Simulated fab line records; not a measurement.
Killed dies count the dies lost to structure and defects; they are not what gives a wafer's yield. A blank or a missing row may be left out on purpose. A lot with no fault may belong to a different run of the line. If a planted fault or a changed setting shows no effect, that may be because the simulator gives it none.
fab line records -- flow rit_cmos
[record] lots = 6, wafers = 18, last_day = 7
route steps=202 shown NSD@135 PSD@142
lots untouched by any fault: they come from a run of this same line in which no faults occurred
start_h: the number of hours between the record's first day and the start of the first shown wafer of the lot -- wait_h: how many hours have passed since the lot's step before this one -- " identical to the entry in the row above -- L1.1+2: a single row standing in for several wafers -- - no value present, or no start provided -- * or withheld: withheld -- < > ~ a bound
route shown NAME@n: NAME is a module with steps in the file, n the number in the route of the first one -- usual: the fault-free wafers' mean and standard deviation -- same: alike in all rows -- chamber/n: place in a boat -- sites: readings site by site -- _std_site: the values' standard deviation -- _edge_site: inner sites' mean taken away from outer sites' mean -- radius_mm: how far each site lies from the wafer's centre -- mask NAME#n: copy n -- behind: tool/chamber where the wafer was last shaped -- hold: why the lot went on hold/how many hours it stayed there/how the hold came to an end -- device: names the non-switching transistor (n, p or np) -- end of line: tests run on the same wafers once the route is complete -- a step given without rows: its recipe and nothing more -- killed: the dies lost at the first sort to structure and to defects; this is not the yield of the wafer -- map: shows each die of a wafer: x if killed, . if not, _ if none is there
set.NAME: the setting that was run; set.NAME@STEP: the one run at that earlier step -- model.NAME: the simulator's own value behind a step, which no gauge read
lots at some steps of the route; a table a step, a row a wafer
services: when a tool's chamber went out of use (start_h, in hours from the record's first day, below 0 if earlier), for how many hours, and the reason
[[steps]]
[step RIT_NSD_PEB_04]
[recipe] resist = NOVOLAK, temp_c = withheld, time_s = withheld
[step RIT_NSD_DEVELOP_05]
[recipe] resist = NOVOLAK, develop_time_s = 50, dev_temp_c = 23
[step RIT_NSD_OVL_MEAS_06]
[usual] NSD_OVL = -0.7/1.2
lot.wafer,tool,chamber,start_h,wait_h,NSD_OVL[nm]
L296.2,overlay-01,-,70.47,-,-0.9
L296.3,overlay-01,-,70.47,-,-1.9
L296.5,overlay-01,-,70.47,-,-0.8
L300.3,overlay-01,-,87.67,-,1.0
L300.5,overlay-01,-,87.67,-,-0.7
L300.6,overlay-01,-,87.67,-,-0.2
L305.1,overlay-02,-,114.62,-,-0.2
L305.4,overlay-02,-,114.62,-,-0.9
L305.6,overlay-02,-,114.62,-,-2.2
L306.3,overlay-01,-,117.97,-,1.2
L306.4,overlay-01,-,117.97,-,0.5
L306.6,overlay-01,-,117.97,-,0.7
L307.1,overlay-02,-,125.61,-,-2.7
L307.2,overlay-02,-,125.61,-,-1.2
L307.6,overlay-02,-,125.61,-,-2.2
L314.1,overlay-01,-,168.50,-,-1.4
L314.4,overlay-01,-,168.50,-,-1.7
L314.5,overlay-01,-,168.50,-,-2.5
[step RIT_NSD_HARDBAKE_07]
[recipe] resist = NOVOLAK, temp_c = 140, time_s = 60
[step RIT_NSD_IMPLANT_08]
[recipe] species = P, energy_kev = 25, dose_cm2 = 1e+15, tilt_deg = 7
[step RIT_NSD_STRIP_09]
[recipe] chemistry = O2, time_s = 180, resist = NOVOLAK, platen_temp_c = withheld, power_w = 500, pressure_mtorr = 4000, o2_flow_sccm = 4000
[usual] chamber_pressure_mTorr = 4000/3.5, drypump_motor_current_A = 5.30/0.27, o2_flow_sccm = 3999/12
lot.wafer,tool,chamber,start_h,wait_h,chamber_pressure_mTorr,drypump_motor_current_A,o2_flow_sccm,rf_hours_counter_h
L296.2,plasma_asher-02,1,70.89,0.2,4001,5.17,4003,45
L296.3,plasma_asher-02,1,70.89,0.2,4001,5.17,4002,-
L296.5,plasma_asher-02,1,70.89,0.2,3998,5.15,4006,-
L300.3,plasma_asher-01,0,88.06,0.1,3999,5.29,4002,-
L300.5,plasma_asher-01,0,88.06,0.1,3998,5.26,4013,-
L300.6,plasma_asher-01,1,88.06,0.1,3997,5.19,3999,-
L305.1,plasma_asher-02,1,114.96,0.1,4005,5.18,4007,49
L305.4,plasma_asher-02,0,114.96,0.1,3999,5.22,4008,-
L305.6,plasma_asher-02,0,114.96,0.1,3990,5.21,4016,-
L306.3,plasma_asher-01,1,118.35,0.1,4004,5.19,3993,-
L306.4,plasma_asher-01,0,118.35,0.1,4000,5.29,3979,-
L306.6,plasma_asher-01,0,118.35,0.1,4002,5.30,3977,-
L307.1,plasma_asher-04,1,125.94,0.1,4003,6.28,3997,50
L307.2,plasma_asher-04,0,125.94,0.1,3999,5.54,3989,50
L307.6,plasma_asher-04,0,125.94,0.1,4007,5.53,4012,-
L314.1,plasma_asher-02,0,168.83,0.1,3996,5.20,3971,55
L314.4,plasma_asher-02,1,168.83,0.1,4000,5.17,3985,-
L314.5,plasma_asher-02,0,168.83,0.1,4004,5.20,3976,-
[step RIT_NSD_TW_MEAS_10]
[usual] NSD_TW = 3104/17
lot.wafer,tool,chamber,start_h,wait_h,NSD_TW
L296.2,film_metro-01,-,71.07,0.1,3081
L296.3,film_metro-01,-,71.07,0.1,3083
L296.5,film_metro-01,-,71.07,0.1,3080
L300.3,film_metro-01,-,88.19,0.1,3105
L300.5,film_metro-01,-,88.19,0.1,3108
L300.6,film_metro-01,-,88.19,0.1,3102
L305.1,film_metro-01,-,115.13,0.1,3104
L305.4,film_metro-01,-,115.13,0.1,3085
L305.6,film_metro-01,-,115.13,0.1,3085
L306.3,film_metro-01,-,118.49,0.1,3078
L306.4,film_metro-01,-,118.49,0.1,3088
L306.6,film_metro-01,-,118.49,0.1,3093
L307.1,film_metro-03,-,126.12,0.1,3112
L307.2,film_metro-03,-,126.12,0.1,3097
L307.6,film_metro-03,-,126.12,0.1,3102
L314.1,film_metro-02,-,169.01,0.1,3132
L314.4,film_metro-02,-,169.01,0.1,3149
L314.5,film_metro-02,-,169.01,0.1,3134
[step RIT_PSD_HMDS_00]
[recipe] prime_time_s = 60, prime_temp_c = 140.9
[step RIT_PSD_COAT_01]
[recipe] resist = NOVOLAK, spin_rpm = 3250, resist_thk_nm = 1000
[step RIT_PSD_SOFTBAKE_02]
[recipe] resist = NOVOLAK, temp_c = 90, time_s = 60
[step RIT_PSD_EXPOSE_03]
[recipe] mask_id = M10, na = 0.57, target_cd_nm = 40900, dose_mj = 250
[step RIT_PSD_PEB_04]
[recipe] resist = NOVOLAK, temp_c = withheld, time_s = withheld
[step RIT_PSD_DEVELOP_05]
[recipe] resist = NOVOLAK, develop_time_s = 50, dev_temp_c = 23
[usual] chill_plate_temp_C = 22.98/0.097, develop_time_s = 50/0, exhaust_pa = 45.2/0.99
lot.wafer,tool,chamber,start_h,wait_h,chill_plate_temp_C,develop_time_s,exhaust_pa
L296.2,litho_track-01,0,71,-,22.94,50,46.0
L296.3,litho_track-01,0,71,-,22.94,50,45.2
L296.5,litho_track-01,0,71,-,22.93,50,45.1
L300.3,litho_track-01,0,89,-,22.98,50,43.7
L300.5,litho_track-01,0,89,-,23.03,50,44.2
L300.6,litho_track-01,0,89,-,22.93,50,45.7
L305.1,litho_track-01,-,116,-,-,-,-
L305.4,litho_track-01,-,116,-,-,-,-
L305.6,litho_track-01,-,116,-,-,-,-
L306.3,litho_track-03,-,119,-,-,-,-
L306.4,litho_track-03,-,119,-,-,-,-
L306.6,litho_track-03,-,119,-,-,-,-
L307.1,litho_track-01,0,126,-,22.90,50,45.0
L307.2,litho_track-01,0,126,-,22.83,50,42.8
L307.6,litho_track-01,0,127,-,23.03,50,44.3
L314.1,litho_track-01,0,170,-,23.00,50,45.5
L314.4,litho_track-01,0,170,-,23.18,50,45.7
L314.5,litho_track-01,0,170,-,23.06,50,45.7
[step RIT_PSD_OVL_MEAS_06]
[usual] PSD_OVL = 0.5/1.4
lot.wafer,tool,chamber,start_h,wait_h,PSD_OVL[nm]
L296.2,overlay-01,-,71.98,-,0.6
L296.3,overlay-01,-,71.98,-,1.5
L296.5,overlay-01,-,71.98,-,0.0
L300.3,overlay-01,-,89.22,-,0.4
L300.5,overlay-01,-,89.22,-,-1.0
L300.6,overlay-01,-,89.22,-,-0.4
L305.1,overlay-02,-,116.17,-,-
L305.4,overlay-02,-,116.17,-,-
L305.6,overlay-02,-,116.17,-,-
L306.3,overlay-02,-,119.39,-,-
L306.4,overlay-02,-,119.39,-,-
L306.6,overlay-02,-,119.39,-,-
L307.1,overlay-01,-,127.04,-,2.7
L307.2,overlay-01,-,127.04,-,4.3
L307.6,overlay-01,-,127.04,-,2.0
L314.1,overlay-02,-,170.25,-,0.4
L314.4,overlay-02,-,170.25,-,1.3
L314.5,overlay-02,-,170.25,-,1.6
[[services]]
tool,chamber,start_h,hours,kind
plasma_asher-04,-,57.82,14.6,pm
plasma_asher-04,-,74.78,2.2,repair
plasma_asher-02,-,77.73,3.1,repair
plasma_asher-01,-,98.54,2.8,pm
plasma_asher-01,-,108.75,9.0,pm
plasma_asher-01,0,108.75,9.5,vent_cycle
plasma_asher-01,1,108.75,9.5,vent_cycle
plasma_asher-01,-,109.09,9.1,repair
plasma_asher-04,-,114.19,2.8,repair
plasma_asher-01,0,117.75,-,clean
plasma_asher-01,1,117.75,-,clean
plasma_asher-04,-,129.31,4.3,pm
[[key]]
[first_sign] step = RIT_PSD_DEVELOP_05, reading = tool_record, direction = missing
effect none on later readings
met_at RIT_PSD_DEVELOP_05
struck_wafers L305.1,L305.4,L305.6,L306.3,L306.4,L306.6
sort_left_out L305.1,L305.4,L305.6,L306.3,L306.4,L306.6
tester_left_out L305,L306
onset_between 89 116
[fault] kind = skipped_step_whole, tool = litho_track-01,litho_track-03, chamber = -, onset_h = 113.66, steps = RIT_PSD_DEVELOP_05, scope = struck_lots_only
// tester_left_out: of these lots the tester's yield and bins aren't shown, on N5 and GAA mostly nor the transistor test; their killed dies are dies lost to structure and defects alone, not to doping, threshold or leakage, so they don't give the yield
// sort_left_out: the simulated sort isn't trusted on such a fault, so these wafers' sort isn't shown, and their yield isn't known
